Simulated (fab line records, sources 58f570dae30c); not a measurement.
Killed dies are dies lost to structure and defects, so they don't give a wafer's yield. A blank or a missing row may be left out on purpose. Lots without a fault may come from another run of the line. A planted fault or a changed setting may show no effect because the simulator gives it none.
Which tool did it? | flow berkeley_cmos170 | 14 lots, 42 wafers sampled, at 5 steps of a route of 331

WHAT THE GAUGES READ, wafer by wafer
UCB170_ACTIVE_THK_MEAS_06.
lot  | measured    | on            | ACTIVE_NITRIDE_THK (nm)
L158 | day 4 08:42 | film_metro-02 | 220.8 219.4 219.6
L159 | day 5 05:18 | film_metro-04 | 218.7 219.7 217.3
L160 | day 5 09:16 | film_metro-03 | 218.9 218.9 219.7
L161 | day 5 09:16 | film_metro-02 | 224.4 221.7 222.6
L162 | day 5 15:33 | film_metro-03 | 217.9 216.2 216.8
L163 | day 5 15:33 | film_metro-02 | 221.4 220.4 222.0
L164 | day 6 06:46 | film_metro-03 | 221.4 220.9 220.9
L165 | day 6 06:46 | film_metro-04 | 220.6 220.5 219.8
L166 | day 6 15:08 | film_metro-04 | 218.8 219.1 218.1
L167 | day 6 15:06 | film_metro-03 | 216.3 214.9 217.0
L168 | day 6 15:07 | film_metro-02 | 220.8 220.0 222.2
L169 | day 7 09:15 | film_metro-02 | 371.7 372.5 371.4
L170 | day 7 09:13 | film_metro-03 | 369.7 369.3 370.9
L171 | day 7 18:10 | film_metro-03 | 220.4 219.9 220.0

UCB170_GATE_THK_MEAS_02.
lot  | measured    | on            | GATE_OXIDE_THK (nm)
L158 | day 6 07:07 | film_metro-04 | 6.57 6.68 6.50
L159 | day 7 00:04 | film_metro-04 | 6.86 6.75 6.74
L160 | day 7 11:59 | film_metro-02 | 6.85 6.86 6.91
L161 | day 7 11:59 | film_metro-04 | 6.73 6.80 6.79
L162 | day 7 11:59 | film_metro-01 | 6.75 6.75 6.69
L163 | day 7 12:03 | film_metro-04 | 6.66 6.84 6.75
L164 | day 8 11:02 | film_metro-02 | 6.72 6.81 6.71
L165 | day 8 11:02 | film_metro-04 | 6.86 6.95 6.87
L166 | day 8 17:23 | film_metro-01 | 6.76 6.80 6.80
L167 | day 8 17:23 | film_metro-02 | 6.85 6.88 6.79
L168 | day 8 17:24 | film_metro-04 | 6.73 6.73 6.67
L171 | day 9 18:32 | film_metro-04 | 6.57 6.61 6.52

UCB170_NSD_OVL_MEAS_07.
lot  | measured     | on         | NSD_OVL (nm)
L158 | day 7 07:22  | overlay-01 | 2 4 4
L159 | day 8 03:15  | overlay-01 | -4 -4 -7
L160 | day 8 11:04  | overlay-01 | 8 5 7
L161 | day 8 11:31  | overlay-02 | -2 -3 3
L162 | day 8 11:34  | overlay-01 | -11 -7 -9
L163 | day 8 11:18  | overlay-01 | 5 5 1
L164 | day 9 07:46  | overlay-01 | 12 21 15
L165 | day 9 08:00  | overlay-01 | 8 9 11
L166 | day 9 14:42  | overlay-02 | -2 -5 2
L167 | day 9 15:29  | overlay-02 | 6 1 -3
L168 | day 9 15:17  | overlay-01 | -10 -4 -10
L171 | day 10 20:02 | overlay-01 | -7 -2 -1

WHICH TOOL RAN EACH LOT (tool, then ch and the chambers of the sampled wafers, then the start)
lot  | UCB170_ACTIVE_CVD_05       | UCB170_ACTIVE_ETCH_15
L158 | lpcvd-02 ch 0, day 4 06:46 | rie_diel-01 ch 0,1,3, day 4 09:44
L159 | lpcvd-02 ch 0, day 5 03:23 | rie_diel-04 ch 1,2, day 5 06:29
L160 | lpcvd-01 ch 0, day 5 07:20 | rie_diel-04 ch 0,1,3, day 5 10:45
L161 | lpcvd-01 ch 1, day 5 07:20 | rie_diel-04 ch 1,2,3, day 5 10:28
L162 | lpcvd-01 ch 1, day 5 13:38 | rie_diel-02 ch 0,1,2, day 5 16:37
L163 | lpcvd-01 ch 1, day 5 13:38 | rie_diel-02 ch 2,3, day 5 16:55
L164 | lpcvd-02 ch 0, day 6 04:51 | rie_diel-04 ch 0,1,3, day 6 08:18
L165 | lpcvd-02 ch 1, day 6 04:51 | rie_diel-02 ch 0,2,3, day 6 08:30
L166 | lpcvd-02 ch 0, day 6 13:11 | rie_diel-01 ch 2,3, day 6 17:01
L167 | lpcvd-02 ch 1, day 6 13:11 | rie_diel-02 ch 0,1,2, day 6 16:43
L168 | lpcvd-02 ch 0, day 6 13:11 | rie_diel-04 ch 0,1,3, day 6 16:56
L169 | lpcvd-02 ch 1, day 7 07:18 | rie_diel-04 ch 1,2,3, day 7 10:31
L170 | lpcvd-02 ch 1, day 7 07:18 | rie_diel-02 ch 1,2, day 7 10:24
L171 | lpcvd-01 ch 1, day 7 16:14 | rie_diel-01 ch 1,2,3, day 7 19:33
- UCB170_ACTIVE_CVD_05: deposits Si3N4 from SiH2Cl2/NH3, target thk 220 nm, time 3300 s.
- UCB170_ACTIVE_ETCH_15: etches Si3N4 in CH3F/Ar/O2, stops on SiO2, target depth 242 nm, time 151 s.

WHAT THE TOOLS THEMSELVES READ (means of the sampled wafers that have a number; where no wafer has one, the mark that the record gives instead)
UCB170_ACTIVE_CVD_05.
lot  | tool     | spike_tc_centre_C (C) | spike_tc_load_C (C) | spike_tc_source_C (C) | susceptor_temp_C (C)
L158 | lpcvd-02 | 799.6                 | 821.7               | 824.4                 | 800.3
L159 | lpcvd-02 | 801.8                 | 821.1               | 825.1                 | 799.8
L160 | lpcvd-01 | 801.8                 | 821.8               | 826.4                 | 799.6
L161 | lpcvd-01 | 803.6                 | 823.5               | 817.5                 | 800.2
L162 | lpcvd-01 | 804.8                 | 823.0               | 817.0                 | 800.1
L163 | lpcvd-01 | 804.7                 | 822.9               | 817.3                 | 800.3
L164 | lpcvd-02 | 800.6                 | 821.1               | 825.4                 | 799.8
L165 | lpcvd-02 | 802.5                 | 827.1               | 824.9                 | 800.0
L166 | lpcvd-02 | 800.8                 | 822.2               | 825.6                 | 800.3
L167 | lpcvd-02 | 803.1                 | 825.5               | 824.1                 | 799.8
L168 | lpcvd-02 | 800.5                 | 821.1               | 824.4                 | 800.0
L169 | lpcvd-02 | 834.0                 | 857.5               | 854.9                 | 830.0
L170 | lpcvd-02 | 834.1                 | 857.3               | 855.2                 | 830.6
L171 | lpcvd-01 | 803.3                 | 822.7               | 816.9                 | 800.0

UCB170_ACTIVE_ETCH_15.
lot  | tool        | O2_flow_sccm (sccm) | drypump_motor_current_A (A) | oes_product_au (a.u.) | throttle_valve_pct (%)
L158 | rie_diel-01 | 7.031               | 5.41                        | 0.932                 | 8.04
L159 | rie_diel-04 | 6.990               | 5.53                        | 0.938                 | 8.02
L160 | rie_diel-04 | 7.010               | 5.46                        | 0.944                 | 7.99
L161 | rie_diel-04 | 6.975               | 5.37                        | 0.956                 | 8.03
L162 | rie_diel-02 | 7.002               | 5.73                        | 0.936                 | 7.99
L163 | rie_diel-02 | 6.995               | 5.85                        | 0.957                 | 8.01
L164 | rie_diel-04 | 6.997               | 5.46                        | 0.950                 | 8.00
L165 | rie_diel-02 | 6.988               | 5.72                        | 0.946                 | 8.01
L166 | rie_diel-01 | 6.988               | 5.86                        | 0.933                 | 8.01
L167 | rie_diel-02 | 7.014               | 5.71                        | 0.929                 | 7.99
L168 | rie_diel-04 | 7.003               | 5.45                        | 0.952                 | 7.99
L169 | rie_diel-04 | 6.987               | 5.36                        | 1.014                 | 8.03
L170 | rie_diel-02 | 6.999               | 5.70                        | 1.012                 | 7.99
L171 | rie_diel-01 | 6.996               | 5.58                        | 0.940                 | 7.93

THE ANSWER, worked out from the rows above alone
Rule: what is usual is taken from the lots themselves. Put in order of their means at a reading, lots are off if they are a third of the lots or fewer, leave a main group of 4 or more, and stand apart from it by a gap of 3 or more times the standard deviation of the main group's means; of several such gaps the widest counts. A main group whose means are all the same, to the digits that the tables above print for the reading, isn't used. A lot without any number at a reading at which 4 lots or more have one is off too. The other lots that the step has rows for count as sound. The gauges are gone through in route order, then the tools' own readings, and for those a lot's mean is taken as printed above. The first step at which some lot is off is used, and at that step the reading that is off furthest; a lot without a number counts as furthest.
Off: L169, L170, at UCB170_ACTIVE_THK_MEAS_06 (ACTIVE_NITRIDE_THK). The main group: mean 219.7 nm, standard deviation 1.8.
A tool fits if, at a process step before that reading, it ran every lot that is off, and no sound lot after the first of them. The gauges at UCB170_ACTIVE_THK_MEAS_06 aren't tried: what is off there is off at UCB170_ACTIVE_CVD_05 too, on other tools, and a gauge's error can't cause that. One fits: lpcvd-02 at UCB170_ACTIVE_CVD_05. Its last sound lot is L166 (day 6 13:11), its first lot that is off L169 (day 7 07:18): a fault that began between those two fits.
The tool's own readings at UCB170_ACTIVE_CVD_05 bear it out: on the lots that are off they differ by more than 5 times the standard deviation of the sound lots' means. spike_tc_centre_C reads 834.0 C there against 802.3 C on the sound lots; spike_tc_load_C reads 857.4 C there against 822.8 C on the sound lots; spike_tc_source_C reads 855.0 C there against 822.4 C on the sound lots; susceptor_temp_C reads 830.3 C there against 800.0 C on the sound lots.

WHAT THE SIMULATOR HAD PUT IN
Process parameter drift: lpcvd-02, from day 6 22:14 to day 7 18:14, at UCB170_ACTIVE_CVD_05. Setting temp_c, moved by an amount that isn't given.
Lots struck among those shown: L170, L169. The rule above found the same.
